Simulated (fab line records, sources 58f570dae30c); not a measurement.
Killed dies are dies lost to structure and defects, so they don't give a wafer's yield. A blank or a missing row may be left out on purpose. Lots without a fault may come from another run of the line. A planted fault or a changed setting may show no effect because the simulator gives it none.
Which tool did it? | flow berkeley_cmos170 | 7 lots, 21 wafers sampled, at 5 steps of a route of 331

WHAT THE GAUGES READ, wafer by wafer
UCB170_V1_THK_MEAS_01.
lot  | measured     | on            | V1_TEOS_THK (nm)
L231 | day 9 19:17  | film_metro-04 | 1973 2011 2018
L234 | day 10 18:55 | film_metro-04 | 1974 2008 2011
L237 | day 11 10:50 | film_metro-03 | 1970 1987 2019
L243 | day 11 12:09 | film_metro-03 | 1992 1953 1397
L244 | day 12 18:07 | film_metro-04 | 1430 1977 2007
L247 | day 12 18:07 | film_metro-03 | 1983 1952 1990
L251 | day 12 21:58 | film_metro-04 | 2004 1997 1999

WHICH TOOL RAN EACH LOT (tool, then ch and the chambers of the sampled wafers, then the start)
lot  | UCB170_SILICIDE_RTA_04           | UCB170_CONTACT_PEB_13                        | UCB170_CONTACT_ETCH_17             | UCB170_V1_CVD_00
L231 | rtp_anneal-02 ch 0, day 9 07:52  | litho_track-03 ch 0, day 9 14:26             | rie_diel-04 ch 0,1, day 9 14:52    | pecvd-01 ch 0,1,2, day 9 19:08
L234 | rtp_anneal-02 ch 0, day 10 06:32 | litho_track-04 ch 0, day 10 14:46            | rie_diel-01 ch 0,1,3, day 10 15:11 | pecvd-02 ch 0,1, day 10 18:46
L237 | rtp_anneal-01 ch 0, day 10 21:48 | litho_track-04 ch 0, day 11 03:49            | rie_diel-02 ch 0,1, day 11 04:12   | pecvd-04 ch 0,1, day 11 10:39
L243 | rtp_anneal-01 ch 0, day 10 23:09 | litho_track-04 ch 0, day 11 06:50 or earlier | rie_diel-01 ch 0,1,3, day 11 06:50 | pecvd-01 ch 0,1,2, day 11 11:59
L244 | rtp_anneal-01 ch 0, day 11 10:40 | litho_track-03 ch 0, day 11 17:48            | rie_diel-04 ch 0,1,3, day 11 18:14 | pecvd-01 ch 0,1,2, day 12 17:58
L247 | rtp_anneal-01 ch 0, day 11 11:10 | litho_track-02 ch 0, day 11 18:04            | rie_diel-01 ch 0,3, day 11 18:30   | pecvd-02 ch 0,1,2, day 12 17:58
L251 | rtp_anneal-02 ch 0, day 12 12:59 | litho_track-02 ch 0, day 12 16:29            | rie_diel-01 ch 1,2,3, day 12 16:53 | pecvd-02 ch 0,1,2, day 12 21:48
- UCB170_SILICIDE_RTA_04: time 15 s.
- UCB170_CONTACT_PEB_13
- UCB170_CONTACT_ETCH_17: etches BARC in N2/H2.
- UCB170_V1_CVD_00: deposits SiO2 from TEOS/O2, target thk 2000 nm, time 250 s.

THE ANSWER, worked out from the rows above alone
Rule: what is usual is taken from the lots themselves. Put in order of their means at a reading, lots are off if they are a third of the lots or fewer, leave a main group of 4 or more, and stand apart from it by a gap of 3 or more times the standard deviation of the main group's means; of several such gaps the widest counts. A main group whose means are all the same, to the digits that the tables above print for the reading, isn't used. A lot without any number at a reading at which 4 lots or more have one is off too. The other lots that the step has rows for count as sound.
Off: L243, L244, at UCB170_V1_THK_MEAS_01 (V1_TEOS_THK). The main group: mean 1993 nm, standard deviation 9.5.
A tool fits if, at a process step before that reading, it ran every lot that is off, and no sound lot after the first of them. The gauges at UCB170_V1_THK_MEAS_01 are tried like those tools. UCB170_CONTACT_PEB_13 gives no start for some lots, so the hours and the order of its lots are those of UCB170_CONTACT_ETCH_17. One fits: pecvd-01 at UCB170_V1_CVD_00. Its last sound lot is L231 (day 9 19:08), its first lot that is off L243 (day 11 11:59): a fault that began between those two fits.

WHAT THE SIMULATOR HAD PUT IN
Process parameter drift: pecvd-01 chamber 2, from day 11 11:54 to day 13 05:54, at UCB170_V1_CVD_00. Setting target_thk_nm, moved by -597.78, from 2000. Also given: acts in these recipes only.
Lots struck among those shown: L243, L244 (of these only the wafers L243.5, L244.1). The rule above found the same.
